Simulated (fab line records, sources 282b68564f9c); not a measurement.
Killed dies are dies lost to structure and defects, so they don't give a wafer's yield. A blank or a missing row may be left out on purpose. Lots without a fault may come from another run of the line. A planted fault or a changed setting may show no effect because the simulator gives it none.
fab line records :: flow rit_cmos
[record]
  lots = 14
  wafers = 42
  last_day = 7
route steps=202 shown PRETRO@70 PLDD@119 SILICIDE@167 M1@185
lots with no fault: from the same line, run without faults
start_h: hours from the record's opening day to when the first of the lot's shown wafers began :: wait_h: how many hours have passed since the lot's step before this one :: " repeats the value in the row above :: L1.1+2: a row that stands for several wafers :: - either no value or no given start :: * or withheld: withheld :: < > ~ a bound
route shown NAME@n: a module of which the file shows steps, and the number in the route of the first :: usual: the fault-free wafers' mean and standard deviation :: same: alike in all rows :: chamber/n: place in a boat :: sites: per-site readings :: _std_site: their standard deviation :: _edge_site: mean of outer sites minus mean of inner sites :: radius_mm: how far each site lies from the wafer's centre :: mask NAME#n: copy n :: behind: tool/chamber where the wafer was last shaped :: hold: reason for holding the lot/hours on hold/outcome of the hold :: device: the n, p or np transistor that did not switch :: end of line: the route-end tests of the same wafers :: where a step has no rows: the recipe by itself :: killed: count of dies lost to structure and defects at first sort (not the wafer's yield) :: map: the dies of a wafer, with x for killed, . for not killed, _ for no die there
set.NAME: the setting as run; set.NAME@STEP: as run at that earlier step :: model.NAME: the simulator's own value behind a step, which no gauge read
a sample of lots followed through the steps of the route, with each step as a table and each wafer as a row
[[steps]]
[step RIT_PRETRO_OVL_MEAS_06]
[usual]
  PRETRO_OVL = 0.1/1.3
lot.wafer: L705.2
tool: overlay-02
chamber: -
start_h: 32.32
wait_h: -
PRETRO_OVL[nm]: -0.2

lot.wafer: L705.3
tool: overlay-02
chamber: -
start_h: 32.32
wait_h: -
PRETRO_OVL[nm]: -1.8

lot.wafer: L705.6
tool: overlay-02
chamber: -
start_h: 32.32
wait_h: -
PRETRO_OVL[nm]: 1.3

lot.wafer: L706.3
tool: overlay-01
chamber: -
start_h: 35.84
wait_h: -
PRETRO_OVL[nm]: 1.0

lot.wafer: L706.5
tool: overlay-01
chamber: -
start_h: 35.84
wait_h: -
PRETRO_OVL[nm]: 0.1

lot.wafer: L706.6
tool: overlay-01
chamber: -
start_h: 35.84
wait_h: -
PRETRO_OVL[nm]: 2.6

lot.wafer: L707.2
tool: overlay-01
chamber: -
start_h: 41.52
wait_h: -
PRETRO_OVL[nm]: -0.9

lot.wafer: L707.3
tool: overlay-01
chamber: -
start_h: 41.52
wait_h: -
PRETRO_OVL[nm]: 1.0

lot.wafer: L707.5
tool: overlay-01
chamber: -
start_h: 41.52
wait_h: -
PRETRO_OVL[nm]: 0.1

lot.wafer: L708.2
tool: overlay-01
chamber: -
start_h: 47.05
wait_h: -
PRETRO_OVL[nm]: 0.4

lot.wafer: L708.3
tool: overlay-01
chamber: -
start_h: 47.05
wait_h: -
PRETRO_OVL[nm]: 1.4

lot.wafer: L708.5
tool: overlay-01
chamber: -
start_h: 47.05
wait_h: -
PRETRO_OVL[nm]: 1.2

lot.wafer: L709.1
tool: overlay-02
chamber: -
start_h: 51.93
wait_h: -
PRETRO_OVL[nm]: 2.5

lot.wafer: L709.2
tool: overlay-02
chamber: -
start_h: 51.93
wait_h: -
PRETRO_OVL[nm]: 1.4

lot.wafer: L709.5
tool: overlay-02
chamber: -
start_h: 51.93
wait_h: -
PRETRO_OVL[nm]: 1.3

lot.wafer: L710.1
tool: overlay-01
chamber: -
start_h: 56.35
wait_h: -
PRETRO_OVL[nm]: -1.9

lot.wafer: L710.5
tool: overlay-01
chamber: -
start_h: 56.35
wait_h: -
PRETRO_OVL[nm]: -0.2

lot.wafer: L710.6
tool: overlay-01
chamber: -
start_h: 56.35
wait_h: -
PRETRO_OVL[nm]: -0.2

lot.wafer: L711.2
tool: overlay-02
chamber: -
start_h: 60.54
wait_h: -
PRETRO_OVL[nm]: 0.7

lot.wafer: L711.5
tool: overlay-02
chamber: -
start_h: 60.54
wait_h: -
PRETRO_OVL[nm]: 0.8

lot.wafer: L711.6
tool: overlay-02
chamber: -
start_h: 60.54
wait_h: -
PRETRO_OVL[nm]: 0.2

lot.wafer: L712.4
tool: overlay-02
chamber: -
start_h: 66.58
wait_h: -
PRETRO_OVL[nm]: 0.7

lot.wafer: L712.5
tool: overlay-02
chamber: -
start_h: 66.58
wait_h: -
PRETRO_OVL[nm]: -0.3

lot.wafer: L712.6
tool: overlay-02
chamber: -
start_h: 66.58
wait_h: -
PRETRO_OVL[nm]: 2.4

lot.wafer: L713.2
tool: overlay-01
chamber: -
start_h: 70.73
wait_h: -
PRETRO_OVL[nm]: 0.6

lot.wafer: L713.5
tool: overlay-01
chamber: -
start_h: 70.73
wait_h: -
PRETRO_OVL[nm]: 0.5

lot.wafer: L713.6
tool: overlay-01
chamber: -
start_h: 70.73
wait_h: -
PRETRO_OVL[nm]: 0.3

lot.wafer: L717.1
tool: overlay-01
chamber: -
start_h: 90.55
wait_h: -
PRETRO_OVL[nm]: 0.8

lot.wafer: L717.2
tool: overlay-01
chamber: -
start_h: 90.55
wait_h: -
PRETRO_OVL[nm]: 1.0

lot.wafer: L717.5
tool: overlay-01
chamber: -
start_h: 90.55
wait_h: -
PRETRO_OVL[nm]: -1.7

lot.wafer: L718.2
tool: overlay-02
chamber: -
start_h: 96.26
wait_h: -
PRETRO_OVL[nm]: -0.3

lot.wafer: L718.3
tool: overlay-02
chamber: -
start_h: 96.26
wait_h: -
PRETRO_OVL[nm]: -0.9

lot.wafer: L718.5
tool: overlay-02
chamber: -
start_h: 96.26
wait_h: -
PRETRO_OVL[nm]: -1.6

lot.wafer: L719.1
tool: overlay-01
chamber: -
start_h: 102.07
wait_h: -
PRETRO_OVL[nm]: 1.2

lot.wafer: L719.5
tool: overlay-01
chamber: -
start_h: 102.07
wait_h: -
PRETRO_OVL[nm]: 2.8

lot.wafer: L719.6
tool: overlay-01
chamber: -
start_h: 102.07
wait_h: -
PRETRO_OVL[nm]: 3.3

lot.wafer: L721.3
tool: overlay-01
chamber: -
start_h: 110.72
wait_h: -
PRETRO_OVL[nm]: -1.8

lot.wafer: L721.5
tool: overlay-01
chamber: -
start_h: 110.72
wait_h: -
PRETRO_OVL[nm]: -2.1

lot.wafer: L721.6
tool: overlay-01
chamber: -
start_h: 110.72
wait_h: -
PRETRO_OVL[nm]: -0.5

lot.wafer: L728.1
tool: overlay-02
chamber: -
start_h: 146.41
wait_h: -
PRETRO_OVL[nm]: 0.6

lot.wafer: L728.3
tool: overlay-02
chamber: -
start_h: 146.41
wait_h: -
PRETRO_OVL[nm]: 1.2

lot.wafer: L728.5
tool: overlay-02
chamber: -
start_h: 146.41
wait_h: -
PRETRO_OVL[nm]: -1.1
[step RIT_PLDD_DEVELOP_05]
[recipe]
  resist = NOVOLAK
  develop_time_s = 50
  dev_temp_c = 23
[usual]
  chill_plate_temp_C = 23.01/0.11
  develop_time_s = 50/0
lot.wafer: L705.2
tool: litho_track-04
chamber: 0
start_h: 43
wait_h: -
chill_plate_temp_C: 23.06
develop_time_s: 50

lot.wafer: L705.3
tool: litho_track-04
chamber: 0
start_h: 43
wait_h: -
chill_plate_temp_C: 23.10
develop_time_s: 50

lot.wafer: L705.6
tool: litho_track-04
chamber: 0
start_h: 44
wait_h: -
chill_plate_temp_C: 23.08
develop_time_s: 50

lot.wafer: L706.3
tool: litho_track-01
chamber: 0
start_h: 49
wait_h: -
chill_plate_temp_C: 23.07
develop_time_s: 50

lot.wafer: L706.5
tool: litho_track-01
chamber: 0
start_h: 49
wait_h: -
chill_plate_temp_C: 22.98
develop_time_s: 50

lot.wafer: L706.6
tool: litho_track-01
chamber: 0
start_h: 49
wait_h: -
chill_plate_temp_C: 22.94
develop_time_s: 50

lot.wafer: L707.2
tool: litho_track-04
chamber: 0
start_h: 55
wait_h: -
chill_plate_temp_C: 23.00
develop_time_s: 50

lot.wafer: L707.3
tool: litho_track-04
chamber: 0
start_h: 55
wait_h: -
chill_plate_temp_C: 22.97
develop_time_s: 50

lot.wafer: L707.5
tool: litho_track-04
chamber: 0
start_h: 55
wait_h: -
chill_plate_temp_C: 22.92
develop_time_s: 50

lot.wafer: L708.2
tool: litho_track-04
chamber: 0
start_h: 58
wait_h: -
chill_plate_temp_C: 23.10
develop_time_s: 50

lot.wafer: L708.3
tool: litho_track-04
chamber: 0
start_h: 58
wait_h: -
chill_plate_temp_C: 23.03
develop_time_s: 50

lot.wafer: L708.5
tool: litho_track-04
chamber: 0
start_h: 58
wait_h: -
chill_plate_temp_C: 22.95
develop_time_s: 50

lot.wafer: L709.1
tool: litho_track-01
chamber: 0
start_h: 64
wait_h: -
chill_plate_temp_C: 23.10
develop_time_s: 50

lot.wafer: L709.2
tool: litho_track-01
chamber: 0
start_h: 64
wait_h: -
chill_plate_temp_C: 23.11
develop_time_s: 50

lot.wafer: L709.5
tool: litho_track-01
chamber: 0
start_h: 64
wait_h: -
chill_plate_temp_C: 23.15
develop_time_s: 50

lot.wafer: L710.1
tool: litho_track-03
chamber: 0
start_h: 68
wait_h: -
chill_plate_temp_C: 22.79
develop_time_s: 50

lot.wafer: L710.5
tool: litho_track-03
chamber: 0
start_h: 68
wait_h: -
chill_plate_temp_C: 22.90
develop_time_s: 50

lot.wafer: L710.6
tool: litho_track-03
chamber: 0
start_h: 68
wait_h: -
chill_plate_temp_C: 22.96
develop_time_s: 50

lot.wafer: L711.2
tool: litho_track-01
chamber: 0
start_h: 72
wait_h: -
chill_plate_temp_C: 23.08
develop_time_s: 50

lot.wafer: L711.5
tool: litho_track-01
chamber: 0
start_h: 72
wait_h: -
chill_plate_temp_C: 23.00
develop_time_s: 50

lot.wafer: L711.6
tool: litho_track-01
chamber: 0
start_h: 72
wait_h: -
chill_plate_temp_C: 23.15
develop_time_s: 50

lot.wafer: L712.4
tool: litho_track-01
chamber: 0
start_h: 79
wait_h: -
chill_plate_temp_C: 23.31
develop_time_s: 50

lot.wafer: L712.5
tool: litho_track-01
chamber: 0
start_h: 79
wait_h: -
chill_plate_temp_C: 23.21
develop_time_s: 50

lot.wafer: L712.6
tool: litho_track-01
chamber: 0
start_h: 79
wait_h: -
chill_plate_temp_C: 23.39
develop_time_s: 50

lot.wafer: L713.2
tool: litho_track-03
chamber: 0
start_h: 83
wait_h: -
chill_plate_temp_C: 23.23
develop_time_s: 50

lot.wafer: L713.5
tool: litho_track-03
chamber: 0
start_h: 83
wait_h: -
chill_plate_temp_C: 23.19
develop_time_s: 50

lot.wafer: L713.6
tool: litho_track-03
chamber: 0
start_h: 83
wait_h: -
chill_plate_temp_C: 23.15
develop_time_s: 50

lot.wafer: L717.1
tool: litho_track-04
chamber: 0
start_h: 102
wait_h: -
chill_plate_temp_C: 22.86
develop_time_s: 50

lot.wafer: L717.2
tool: litho_track-04
chamber: 0
start_h: 102
wait_h: -
chill_plate_temp_C: 22.97
develop_time_s: 50

lot.wafer: L717.5
tool: litho_track-04
chamber: 0
start_h: 102
wait_h: -
chill_plate_temp_C: 22.88
develop_time_s: 50

lot.wafer: L718.2
tool: litho_track-01
chamber: -
start_h: 108
wait_h: -
chill_plate_temp_C: -
develop_time_s: -

lot.wafer: L718.3
tool: litho_track-01
chamber: -
start_h: 108
wait_h: -
chill_plate_temp_C: -
develop_time_s: -

lot.wafer: L718.5
tool: litho_track-01
chamber: -
start_h: 108
wait_h: -
chill_plate_temp_C: -
develop_time_s: -

lot.wafer: L719.1
tool: litho_track-03
chamber: -
start_h: 112
wait_h: -
chill_plate_temp_C: -
develop_time_s: -

lot.wafer: L719.5
tool: litho_track-03
chamber: -
start_h: 113
wait_h: -
chill_plate_temp_C: -
develop_time_s: -

lot.wafer: L719.6
tool: litho_track-03
chamber: -
start_h: 113
wait_h: -
chill_plate_temp_C: -
develop_time_s: -

lot.wafer: L721.3
tool: litho_track-01
chamber: 0
start_h: 122
wait_h: -
chill_plate_temp_C: 22.96
develop_time_s: 50

lot.wafer: L721.5
tool: litho_track-01
chamber: 0
start_h: 122
wait_h: -
chill_plate_temp_C: 23.03
develop_time_s: 50

lot.wafer: L721.6
tool: litho_track-01
chamber: 0
start_h: 122
wait_h: -
chill_plate_temp_C: 23.03
develop_time_s: 50

lot.wafer: L728.1
tool: litho_track-04
chamber: 0
start_h: 158
wait_h: -
chill_plate_temp_C: 23.09
develop_time_s: 50

lot.wafer: L728.3
tool: litho_track-04
chamber: 0
start_h: 158
wait_h: -
chill_plate_temp_C: 23.21
develop_time_s: 50

lot.wafer: L728.5
tool: litho_track-04
chamber: 0
start_h: 158
wait_h: -
chill_plate_temp_C: 22.96
develop_time_s: 50
[step RIT_SILICIDE_RTA_06]
[recipe]
  temp_c = 750
  time_s = 10
  idle_temp_c = 25
  ramp_up_s = 5
  ramp_down_s = 10
  cool_to_c = 25
  ambient = N2
[usual]
  wafer_temp_C_max = 753.5/1.5
lot.wafer: L705.2
tool: rtp_anneal-01
chamber: 0
start_h: 51.79
wait_h: 0.0
wafer_temp_C_max: 752.3

lot.wafer: L705.3
tool: rtp_anneal-01
chamber: 0
start_h: 51.79
wait_h: 0.0
wafer_temp_C_max: 752.6

lot.wafer: L705.6
tool: rtp_anneal-01
chamber: 0
start_h: 51.79
wait_h: 0.0
wafer_temp_C_max: 753.0

lot.wafer: L706.3
tool: rtp_anneal-02
chamber: 0
start_h: 56.84
wait_h: 0.0
wafer_temp_C_max: 756.1

lot.wafer: L706.5
tool: rtp_anneal-02
chamber: 0
start_h: 56.84
wait_h: 0.0
wafer_temp_C_max: 755.4

lot.wafer: L706.6
tool: rtp_anneal-02
chamber: 0
start_h: 56.84
wait_h: 0.0
wafer_temp_C_max: 756.3

lot.wafer: L707.2
tool: rtp_anneal-01
chamber: 0
start_h: 63.42
wait_h: 0.0
wafer_temp_C_max: 752.7

lot.wafer: L707.3
tool: rtp_anneal-01
chamber: 0
start_h: 63.42
wait_h: 0.0
wafer_temp_C_max: 752.0

lot.wafer: L707.5
tool: rtp_anneal-01
chamber: 0
start_h: 63.42
wait_h: 0.0
wafer_temp_C_max: 752.4

lot.wafer: L708.2
tool: rtp_anneal-02
chamber: 0
start_h: 67.22
wait_h: 0.0
wafer_temp_C_max: 753.5

lot.wafer: L708.3
tool: rtp_anneal-02
chamber: 0
start_h: 67.22
wait_h: 0.0
wafer_temp_C_max: 755.3

lot.wafer: L708.5
tool: rtp_anneal-02
chamber: 0
start_h: 67.22
wait_h: 0.0
wafer_temp_C_max: 753.8

lot.wafer: L709.1
tool: rtp_anneal-01
chamber: 0
start_h: 71.98
wait_h: 0.0
wafer_temp_C_max: 751.9

lot.wafer: L709.2
tool: rtp_anneal-01
chamber: 0
start_h: 71.98
wait_h: 0.0
wafer_temp_C_max: 752.1

lot.wafer: L709.5
tool: rtp_anneal-01
chamber: 0
start_h: 71.98
wait_h: 0.0
wafer_temp_C_max: 752.3

lot.wafer: L710.1
tool: rtp_anneal-02
chamber: 0
start_h: 75.91
wait_h: 0.0
wafer_temp_C_max: 753.8

lot.wafer: L710.5
tool: rtp_anneal-02
chamber: 0
start_h: 75.91
wait_h: 0.0
wafer_temp_C_max: 753.7

lot.wafer: L710.6
tool: rtp_anneal-02
chamber: 0
start_h: 75.91
wait_h: 0.0
wafer_temp_C_max: 755.5

lot.wafer: L711.2
tool: rtp_anneal-01
chamber: 0
start_h: 80.47
wait_h: 0.0
wafer_temp_C_max: 751.9

lot.wafer: L711.5
tool: rtp_anneal-01
chamber: 0
start_h: 80.47
wait_h: 0.0
wafer_temp_C_max: 751.7

lot.wafer: L711.6
tool: rtp_anneal-01
chamber: 0
start_h: 80.47
wait_h: 0.0
wafer_temp_C_max: 752.2

lot.wafer: L712.4
tool: rtp_anneal-02
chamber: 0
start_h: 86.58
wait_h: 0.0
wafer_temp_C_max: 753.4

lot.wafer: L712.5
tool: rtp_anneal-02
chamber: 0
start_h: 86.58
wait_h: 0.0
wafer_temp_C_max: 753.6

lot.wafer: L712.6
tool: rtp_anneal-02
chamber: 0
start_h: 86.58
wait_h: 0.0
wafer_temp_C_max: 753.9

lot.wafer: L713.2
tool: rtp_anneal-01
chamber: 0
start_h: 91.22
wait_h: 0.0
wafer_temp_C_max: 751.8

lot.wafer: L713.5
tool: rtp_anneal-01
chamber: 0
start_h: 91.22
wait_h: 0.0
wafer_temp_C_max: 751.7

lot.wafer: L713.6
tool: rtp_anneal-01
chamber: 0
start_h: 91.22
wait_h: 0.0
wafer_temp_C_max: 751.2

lot.wafer: L717.1
tool: rtp_anneal-01
chamber: 0
start_h: 109.69
wait_h: 0.0
wafer_temp_C_max: 752.3

lot.wafer: L717.2
tool: rtp_anneal-01
chamber: 0
start_h: 109.69
wait_h: 0.0
wafer_temp_C_max: 752.0

lot.wafer: L717.5
tool: rtp_anneal-01
chamber: 0
start_h: 109.69
wait_h: 0.0
wafer_temp_C_max: 752.2

lot.wafer: L718.2
tool: rtp_anneal-02
chamber: 0
start_h: 116.21
wait_h: 0.0
wafer_temp_C_max: 754.3

lot.wafer: L718.3
tool: rtp_anneal-02
chamber: 0
start_h: 116.21
wait_h: 0.0
wafer_temp_C_max: 755.1

lot.wafer: L718.5
tool: rtp_anneal-02
chamber: 0
start_h: 116.21
wait_h: 0.0
wafer_temp_C_max: 755.4

lot.wafer: L719.1
tool: rtp_anneal-01
chamber: 0
start_h: 120.55
wait_h: 0.0
wafer_temp_C_max: 753.0

lot.wafer: L719.5
tool: rtp_anneal-01
chamber: 0
start_h: 120.55
wait_h: 0.0
wafer_temp_C_max: 751.8

lot.wafer: L719.6
tool: rtp_anneal-01
chamber: 0
start_h: 120.55
wait_h: 0.0
wafer_temp_C_max: 752.1

lot.wafer: L721.3
tool: rtp_anneal-01
chamber: 0
start_h: 130.04
wait_h: 0.0
wafer_temp_C_max: 752.8

lot.wafer: L721.5
tool: rtp_anneal-01
chamber: 0
start_h: 130.04
wait_h: 0.0
wafer_temp_C_max: 752.1

lot.wafer: L721.6
tool: rtp_anneal-01
chamber: 0
start_h: 130.04
wait_h: 0.0
wafer_temp_C_max: 751.7

lot.wafer: L728.1
tool: rtp_anneal-02
chamber: 0
start_h: 167.84
wait_h: 0.0
wafer_temp_C_max: 755.8

lot.wafer: L728.3
tool: rtp_anneal-02
chamber: 0
start_h: 167.84
wait_h: 0.0
wafer_temp_C_max: 753.8

lot.wafer: L728.5
tool: rtp_anneal-02
chamber: 0
start_h: 167.84
wait_h: 0.0
wafer_temp_C_max: 753.5
[step RIT_M1_RS_MEAS_01]
[recipe]
  thk_meas_gauge = four-point-probe
  reads = Al_of_M1_SPUTTER_00
[usual]
  M1_AL_RS = 0.0731/0.00074
lot.wafer: L705.2
tool: film_metro-04
chamber: -
start_h: 54.54
wait_h: 0.2
M1_AL_RS[ohm/sq]: 0.0719

lot.wafer: L705.3
tool: film_metro-04
chamber: -
start_h: 54.54
wait_h: 0.2
M1_AL_RS[ohm/sq]: 0.0737

lot.wafer: L705.6
tool: film_metro-04
chamber: -
start_h: 54.54
wait_h: 0.2
M1_AL_RS[ohm/sq]: 0.0719

lot.wafer: L706.3
tool: film_metro-04
chamber: -
start_h: 59.50
wait_h: 0.2
M1_AL_RS[ohm/sq]: 0.0727

lot.wafer: L706.5
tool: film_metro-04
chamber: -
start_h: 59.50
wait_h: 0.2
M1_AL_RS[ohm/sq]: 0.0724

lot.wafer: L706.6
tool: film_metro-04
chamber: -
start_h: 59.50
wait_h: 0.2
M1_AL_RS[ohm/sq]: 0.0730

lot.wafer: L707.2
tool: film_metro-02
chamber: -
start_h: 66.15
wait_h: 0.2
M1_AL_RS[ohm/sq]: 0.0736

lot.wafer: L707.3
tool: film_metro-02
chamber: -
start_h: 66.15
wait_h: 0.2
M1_AL_RS[ohm/sq]: 0.0732

lot.wafer: L707.5
tool: film_metro-02
chamber: -
start_h: 66.15
wait_h: 0.2
M1_AL_RS[ohm/sq]: 0.0737

lot.wafer: L708.2
tool: film_metro-02
chamber: -
start_h: 70.46
wait_h: 0.2
M1_AL_RS[ohm/sq]: 0.0725

lot.wafer: L708.3
tool: film_metro-02
chamber: -
start_h: 70.46
wait_h: 0.2
M1_AL_RS[ohm/sq]: 0.0721

lot.wafer: L708.5
tool: film_metro-02
chamber: -
start_h: 70.46
wait_h: 0.2
M1_AL_RS[ohm/sq]: 0.0727

lot.wafer: L709.1
tool: film_metro-02
chamber: -
start_h: 75.24
wait_h: 0.1
M1_AL_RS[ohm/sq]: 0.0729

lot.wafer: L709.2
tool: film_metro-02
chamber: -
start_h: 75.24
wait_h: 0.1
M1_AL_RS[ohm/sq]: 0.0734

lot.wafer: L709.5
tool: film_metro-02
chamber: -
start_h: 75.24
wait_h: 0.1
M1_AL_RS[ohm/sq]: 0.0737

lot.wafer: L710.1
tool: film_metro-04
chamber: -
start_h: 78.97
wait_h: 0.1
M1_AL_RS[ohm/sq]: 0.0723

lot.wafer: L710.5
tool: film_metro-04
chamber: -
start_h: 78.97
wait_h: 0.1
M1_AL_RS[ohm/sq]: 0.0720

lot.wafer: L710.6
tool: film_metro-04
chamber: -
start_h: 78.97
wait_h: 0.1
M1_AL_RS[ohm/sq]: 0.0717

lot.wafer: L711.2
tool: film_metro-04
chamber: -
start_h: 83.12
wait_h: 0.2
M1_AL_RS[ohm/sq]: 0.0720

lot.wafer: L711.5
tool: film_metro-04
chamber: -
start_h: 83.12
wait_h: 0.2
M1_AL_RS[ohm/sq]: 0.0726

lot.wafer: L711.6
tool: film_metro-04
chamber: -
start_h: 83.12
wait_h: 0.2
M1_AL_RS[ohm/sq]: 0.0720

lot.wafer: L712.4
tool: film_metro-02
chamber: -
start_h: 89.32
wait_h: 0.2
M1_AL_RS[ohm/sq]: 0.0729

lot.wafer: L712.5
tool: film_metro-02
chamber: -
start_h: 89.32
wait_h: 0.2
M1_AL_RS[ohm/sq]: 0.0730

lot.wafer: L712.6
tool: film_metro-02
chamber: -
start_h: 89.32
wait_h: 0.2
M1_AL_RS[ohm/sq]: 0.0720

lot.wafer: L713.2
tool: film_metro-04
chamber: -
start_h: 93.98
wait_h: 0.2
M1_AL_RS[ohm/sq]: 0.0730

lot.wafer: L713.5
tool: film_metro-04
chamber: -
start_h: 93.98
wait_h: 0.2
M1_AL_RS[ohm/sq]: 0.0735

lot.wafer: L713.6
tool: film_metro-04
chamber: -
start_h: 93.98
wait_h: 0.2
M1_AL_RS[ohm/sq]: 0.0731

lot.wafer: L717.1
tool: film_metro-03
chamber: -
start_h: 112.53
wait_h: 0.1
M1_AL_RS[ohm/sq]: 0.0725

lot.wafer: L717.2
tool: film_metro-03
chamber: -
start_h: 112.53
wait_h: 0.1
M1_AL_RS[ohm/sq]: 0.0726

lot.wafer: L717.5
tool: film_metro-03
chamber: -
start_h: 112.53
wait_h: 0.1
M1_AL_RS[ohm/sq]: 0.0729

lot.wafer: L718.2
tool: film_metro-02
chamber: -
start_h: 118.80
wait_h: 0.2
M1_AL_RS[ohm/sq]: 0.0739

lot.wafer: L718.3
tool: film_metro-02
chamber: -
start_h: 118.80
wait_h: 0.2
M1_AL_RS[ohm/sq]: 0.0725

lot.wafer: L718.5
tool: film_metro-02
chamber: -
start_h: 118.80
wait_h: 0.2
M1_AL_RS[ohm/sq]: 0.0741

lot.wafer: L719.1
tool: film_metro-02
chamber: -
start_h: 123.26
wait_h: 0.1
M1_AL_RS[ohm/sq]: 0.0740

lot.wafer: L719.5
tool: film_metro-02
chamber: -
start_h: 123.26
wait_h: 0.1
M1_AL_RS[ohm/sq]: 0.0730

lot.wafer: L719.6
tool: film_metro-02
chamber: -
start_h: 123.26
wait_h: 0.1
M1_AL_RS[ohm/sq]: 0.0739

lot.wafer: L721.3
tool: film_metro-04
chamber: -
start_h: 132.74
wait_h: 0.2
M1_AL_RS[ohm/sq]: 0.0735

lot.wafer: L721.5
tool: film_metro-04
chamber: -
start_h: 132.74
wait_h: 0.2
M1_AL_RS[ohm/sq]: 0.0727

lot.wafer: L721.6
tool: film_metro-04
chamber: -
start_h: 132.74
wait_h: 0.2
M1_AL_RS[ohm/sq]: 0.0732

lot.wafer: L728.1
tool: film_metro-04
chamber: -
start_h: 170.44
wait_h: 0.1
M1_AL_RS[ohm/sq]: 0.0729

lot.wafer: L728.3
tool: film_metro-04
chamber: -
start_h: 170.44
wait_h: 0.1
M1_AL_RS[ohm/sq]: 0.0732

lot.wafer: L728.5
tool: film_metro-04
chamber: -
start_h: 170.44
wait_h: 0.1
M1_AL_RS[ohm/sq]: 0.0722
[[key]]
[first_sign]
  step = RIT_PLDD_DEVELOP_05
  reading = tool_record
  direction = missing
effect none on later readings
met_at RIT_PLDD_DEVELOP_05
struck_lots L718,L719
sort_left_out L718.2,L718.3,L718.5,L719.1,L719.5,L719.6
tester_left_out L718,L719
not_acting_at RIT_PRETRO_OVL_MEAS_06,RIT_SILICIDE_RTA_06,RIT_M1_RS_MEAS_01
onset_between 83 108
[fault]
  kind = skipped_step_whole
  tool = litho_track-01,litho_track-03
  chamber = -
  onset_h = 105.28
  steps = RIT_PLDD_DEVELOP_05
  scope = struck_lots_only
// tester_left_out: of these lots the tester's yield and bins aren't shown, on N5 and GAA mostly nor the transistor test; their killed dies are dies lost to structure and defects alone, not to doping, threshold or leakage, so they don't give the yield
// sort_left_out: the simulated sort isn't trusted on such a fault, so these wafers' sort isn't shown, and their yield isn't known
